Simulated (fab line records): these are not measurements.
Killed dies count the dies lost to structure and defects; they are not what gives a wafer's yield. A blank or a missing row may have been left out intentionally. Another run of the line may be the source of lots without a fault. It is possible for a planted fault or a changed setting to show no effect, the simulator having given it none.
Split-lot study / flow rit-cmos / on a route of 202 steps: 5 lots, 23 wafers read

== THE SPLIT ITSELF ==
At RIT_PWELL_COAT_01 (resist thk 1300 nm), the setting resist-thk-nm was moved away from the recipe's 1300 nm on 7 of the 23 wafers read, by -5.8% to -4.4%. The other wafers ran this setting at the recipe's value.

== FROM THE SPLIT TO THE READING: what the file shows between them, 3 steps ==
- RIT_PWELL_SOFTBAKE_02: time 60 s
- RIT_PWELL_EXPOSE_03: exposes mask M3, target cd 43700 nm
- RIT_PWELL_DEVELOP_05: develop time 68 s

== THE READING ==
NOVOLAK_of_PWELL_COAT_01.thk-nm (the simulator's own value, which no gauge read), in nm, at RIT_PWELL_HARDBAKE_07 (time 120 s). There is no usual value for it anywhere in the file. Here, 16 wafers ran the recipe; their average is 1137 nm with a standard deviation of 3.7 nm.

wafer=L078.1; tool, chamber at the split=litho-track-03, 0; resist-thk-nm as run, nm=1300; against the recipe=recipe; NOVOLAK_of_PWELL_COAT_01.thk-nm, nm=1137; against lot-mates on the recipe=-
wafer=L078.2; tool, chamber at the split=litho-track-03, 0; resist-thk-nm as run, nm=1300; against the recipe=recipe; NOVOLAK_of_PWELL_COAT_01.thk-nm, nm=1138; against lot-mates on the recipe=-
wafer=L078.3; tool, chamber at the split=litho-track-03, 0; resist-thk-nm as run, nm=1300; against the recipe=recipe; NOVOLAK_of_PWELL_COAT_01.thk-nm, nm=1138; against lot-mates on the recipe=-
wafer=L078.5; tool, chamber at the split=litho-track-03, 0; resist-thk-nm as run, nm=1300; against the recipe=recipe; NOVOLAK_of_PWELL_COAT_01.thk-nm, nm=1139; against lot-mates on the recipe=-
wafer=L078.6; tool, chamber at the split=litho-track-03, 0; resist-thk-nm as run, nm=1300; against the recipe=recipe; NOVOLAK_of_PWELL_COAT_01.thk-nm, nm=1139; against lot-mates on the recipe=-
wafer=L080.3; tool, chamber at the split=litho-track-04, 0; resist-thk-nm as run, nm=1300; against the recipe=recipe; NOVOLAK_of_PWELL_COAT_01.thk-nm, nm=1141; against lot-mates on the recipe=-
wafer=L080.4; tool, chamber at the split=litho-track-04, 0; resist-thk-nm as run, nm=1300; against the recipe=recipe; NOVOLAK_of_PWELL_COAT_01.thk-nm, nm=1142; against lot-mates on the recipe=-
wafer=L080.6; tool, chamber at the split=litho-track-04, 0; resist-thk-nm as run, nm=1300; against the recipe=recipe; NOVOLAK_of_PWELL_COAT_01.thk-nm, nm=1142; against lot-mates on the recipe=-
wafer=L082.1; tool, chamber at the split=litho-track-04, 0; resist-thk-nm as run, nm=1243; against the recipe=-4.4%; NOVOLAK_of_PWELL_COAT_01.thk-nm, nm=1084; against lot-mates on the recipe=-52
wafer=L082.2; tool, chamber at the split=litho-track-04, 0; resist-thk-nm as run, nm=1300; against the recipe=recipe; NOVOLAK_of_PWELL_COAT_01.thk-nm, nm=1136; against lot-mates on the recipe=-
wafer=L082.3; tool, chamber at the split=litho-track-04, 0; resist-thk-nm as run, nm=1300; against the recipe=recipe; NOVOLAK_of_PWELL_COAT_01.thk-nm, nm=1136; against lot-mates on the recipe=-
wafer=L082.4; tool, chamber at the split=litho-track-04, 0; resist-thk-nm as run, nm=1300; against the recipe=recipe; NOVOLAK_of_PWELL_COAT_01.thk-nm, nm=1135; against lot-mates on the recipe=-
wafer=L082.6; tool, chamber at the split=litho-track-04, 0; resist-thk-nm as run, nm=1243; against the recipe=-4.4%; NOVOLAK_of_PWELL_COAT_01.thk-nm, nm=1089; against lot-mates on the recipe=-47
wafer=L083.1; tool, chamber at the split=litho-track-04, 0; resist-thk-nm as run, nm=1300; against the recipe=recipe; NOVOLAK_of_PWELL_COAT_01.thk-nm, nm=1129; against lot-mates on the recipe=-
wafer=L083.6; tool, chamber at the split=litho-track-04, 0; resist-thk-nm as run, nm=1300; against the recipe=recipe; NOVOLAK_of_PWELL_COAT_01.thk-nm, nm=1129; against lot-mates on the recipe=-
wafer=L083.2; tool, chamber at the split=litho-track-04, 0; resist-thk-nm as run, nm=1224; against the recipe=-5.8%; NOVOLAK_of_PWELL_COAT_01.thk-nm, nm=1065; against lot-mates on the recipe=-64
wafer=L083.3; tool, chamber at the split=litho-track-04, 0; resist-thk-nm as run, nm=1224; against the recipe=-5.8%; NOVOLAK_of_PWELL_COAT_01.thk-nm, nm=1067; against lot-mates on the recipe=-62
wafer=L083.5; tool, chamber at the split=litho-track-04, 0; resist-thk-nm as run, nm=1224; against the recipe=-5.8%; NOVOLAK_of_PWELL_COAT_01.thk-nm, nm=1064; against lot-mates on the recipe=-65
wafer=L085.1; tool, chamber at the split=litho-track-03, 0; resist-thk-nm as run, nm=1300; against the recipe=recipe; NOVOLAK_of_PWELL_COAT_01.thk-nm, nm=1137; against lot-mates on the recipe=-
wafer=L085.2; tool, chamber at the split=litho-track-03, 0; resist-thk-nm as run, nm=1236; against the recipe=-4.9%; NOVOLAK_of_PWELL_COAT_01.thk-nm, nm=1079; against lot-mates on the recipe=-56
wafer=L085.4; tool, chamber at the split=litho-track-03, 0; resist-thk-nm as run, nm=1236; against the recipe=-4.9%; NOVOLAK_of_PWELL_COAT_01.thk-nm, nm=1078; against lot-mates on the recipe=-57
wafer=L085.5; tool, chamber at the split=litho-track-03, 0; resist-thk-nm as run, nm=1300; against the recipe=recipe; NOVOLAK_of_PWELL_COAT_01.thk-nm, nm=1135; against lot-mates on the recipe=-
wafer=L085.6; tool, chamber at the split=litho-track-03, 0; resist-thk-nm as run, nm=1300; against the recipe=recipe; NOVOLAK_of_PWELL_COAT_01.thk-nm, nm=1134; against lot-mates on the recipe=-

FIT RESULTS
A straight line over all 23 wafers: NOVOLAK_of_PWELL_COAT_01.thk-nm changes by +12 nm for each +1% of resist-thk-nm; r = +0.99; the points scatter about the line by 3.5 nm.
The same after taking each lot's own level away (the mean of its wafers on the recipe; 23 wafers): +11.1 nm for each +1%; r = +1.00; scatter 1.4 nm.
That fit puts the effect of the largest move of resist-thk-nm on the reading at 65 nm.
Measured against the standard deviation above, the lots' own levels, which go from 1129.0 to 1141.7 nm, span 3.4 times it.
So the lot-to-lot level changes the slope little: the two slopes agree.
Check: -65.2 nm against its lot-mates is what the line predicts for one of the wafers moved furthest among these (-5.8%) when that wafer is left out of the fit. Against them it came out at -64 nm.

== THE OTHER SPLITS THESE WAFERS WENT THROUGH ==
Note: prior to the reading, these wafers also went through further splits. Each is held against what the fit with the lots' levels taken away leaves over:
other split on the same wafers=RIT_ACTIVE_OXIDATION_01 temp-c; wafers away from the commonest value=15; r with NOVOLAK_of_PWELL_COAT_01.thk-nm (lot level and that fit taken away)=+0.13
other split on the same wafers=RIT_ACTIVE_DEVELOP_10 develop-time-s; wafers away from the commonest value=7; r with NOVOLAK_of_PWELL_COAT_01.thk-nm (lot level and that fit taken away)=+0.44

== THE WHOLE CHAIN: every reading that the file lists as answering this split, in the file's order ==
step=RIT_PWELL_COAT_01; what it does=resist thk 1300 nm; reading=NOVOLAK_of_PWELL_COAT_01.thk-nm (the simulator's own value, which no gauge read); change (the file's fit)=+13 nm for each +1% of the setting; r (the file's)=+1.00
step=RIT_PWELL_HARDBAKE_07; what it does=time 120 s; reading=NOVOLAK_of_PWELL_COAT_01.thk-nm (the simulator's own value, which no gauge read); change (the file's fit)=+11.2 nm for each +1% of the setting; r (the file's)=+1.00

== THE FILE'S OWN FIT ==
NOVOLAK_of_PWELL_COAT_01.thk-nm changes by +11.2 nm for each +1% of resist-thk-nm, r = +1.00.
